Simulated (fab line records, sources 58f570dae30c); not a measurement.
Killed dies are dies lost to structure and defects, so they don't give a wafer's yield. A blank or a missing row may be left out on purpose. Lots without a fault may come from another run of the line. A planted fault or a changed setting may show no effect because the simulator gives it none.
Chamber matching | flow berkeley_cmos170 | UCB170_SPACER_CVD_00 on pecvd-03: 3 sister chambers
The step deposits SiO2 from TEOS/O2, target thk 376 nm, time 47 s. 6 wafers are shown with their chamber, then 7 later ones without.

WAFERS WITH THEIR CHAMBER
wafer  | chamber | heater_power_w (W)
L662.5 | 1       | 224
L663.1 | 2       | 185
L663.4 | 2       | 198
L663.6 | 0       | 228
L665.3 | 1       | 281
L665.5 | 0       | 188

WAFERS WITHOUT THEIR CHAMBER
wafer  | heater_power_w (W)
L665.6 | 283
L674.1 | 275
L674.3 | 204
L674.5 | 283
L678.2 | 240
L678.4 | 203
L678.6 | 249

WHICH CHAMBER EACH WENT THROUGH
wafer  | from the rows above          | in truth
L665.6 | can't be placed: 1 or 0      | 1
L674.1 | can't be placed: 1 or 0      | 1
L674.3 | can't be placed: 0 or 2 or 1 | 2
L674.5 | can't be placed: 1 or 0      | 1
L678.2 | can't be placed: 1 or 0 or 2 | 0
L678.4 | can't be placed: 0 or 2 or 1 | 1
L678.6 | can't be placed: 1 or 0 or 2 | 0
Placed correctly: 0 of 7. Can't be placed from these rows: 7 (the true chamber is among the candidates in 7). Placed wrongly: 0.
How it was worked out, from the rows above alone: a wafer's distance from a chamber is the root of the sum, over the readings, of the square of ((its reading less the chamber's mean) divided by the reading's scatter). The wafer belongs to the nearest chamber; if the next one is less than 2 further off, it can't be placed. A chamber's mean is the mean of its shown wafers. The scatter: the root of (the sum of the squares of (reading less its chamber's mean) over the shown wafers, divided by (wafers less chambers)).
